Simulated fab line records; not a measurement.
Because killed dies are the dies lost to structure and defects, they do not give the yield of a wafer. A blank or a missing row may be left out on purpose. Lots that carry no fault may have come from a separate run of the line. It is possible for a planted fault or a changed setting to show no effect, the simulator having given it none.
Code-filled problem report in 8D (eight disciplines) form | flow ritCmos | the parts of the form that need people (team, actions taken, sign-off) are left out

== 1. WHAT IS WRONG ==
At RIT_M1_PROBE_99, killedAtFrontEnd averages 263.8 over 9 wafers from 3 lots, while fault-free wafers read 6.7, standard deviation 2.9. Relative to the usual mean, that is a shift of +89 standard deviations.
The first sign was on wafer L217.4 at day 5 10:56, on prober-02. Wafers with a number at this step in the record: 21, from 7 lots. Rule for "out" (also "out of limits"): further than 4 standard deviations from the usual mean. The other wafers with a number count as sound.

== 2. WHAT IT IS, AND WHAT IT ISN'T ==
question                    | is                                        | is not
which readings at this step | killedAtFrontEnd, killedDies, killedOnRim | killedShort
which lots                  | L217, L220, L223                          | L212, L225, L226, L231
which wafers of those lots  | all that have a number                    | -
read on which tools         | prober-01, prober-02                      | -
when                        | from day 5 10:56                          | up to then (3 sound wafers); but 9 sound wafers of L225, L226, L231 came after

== 3. SUSPECTS, AND WHAT RULES EACH OUT ==
Counting: a tool stays on the suspect list if, at a process step up to the reading, it processed all lots that are out and no sound lot following the first of them.
- lithoTrack-04 at RIT_GATE_DEVELOP_15 (develop time 50 s): kept. It ran every lot that is out, first L217 (day 4 09:00), and no sound lot after that.
After counting, what remains is lithoTrack-04 at RIT_GATE_DEVELOP_15.

== 4. THE CAUSE (what the simulator had put in) ==
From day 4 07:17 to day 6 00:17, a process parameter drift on lithoTrack-04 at RIT_GATE_DEVELOP_15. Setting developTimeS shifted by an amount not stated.
The count eliminated every tool but this one.

== 5. THE EFFECT CHAIN, in route order ==
One row per reading whose mean, taken over the struck wafers that have a number, lies over 3 standard deviations from the usual. Readings are gone through only where the record gives a usual standard deviation; hours: the median, over the lots, of the time from a lot's start at the first step in this table giving one to that lot's start at this step; sigmas: the change measured in usual standard deviations.
hours | step            | reading          | usual | on struck wafers | change | sigmas
0     | RIT_M1_PROBE_99 | killedAtFrontEnd | 6.7   | 263.8            | +257.1 | +89
0     | RIT_M1_PROBE_99 | killedDies       | 6.8   | 264.0            | +257.2 | +89
0     | RIT_M1_PROBE_99 | killedOnRim      | 1.9   | 70.0             | +68.1  | +49
It contains these process steps:
- RIT_M1_PROBE_99

== 6. HOW IT WOULD HAVE BEEN CAUGHT EARLIER ==
28 hours passed between the start of the fault at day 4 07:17 and the first reading out of limits in this record, taken at day 5 10:56.
Tool readings at RIT_GATE_DEVELOP_15 with a usual standard deviation given in the record: none out on any struck wafer, hence no alarm at a limit of 4 standard deviations on them.
Lots out: 3; of these, L223 started RIT_GATE_DEVELOP_15 on lithoTrack-04 after day 5 10:56. A tool hold placed at that time would have kept it from harm.
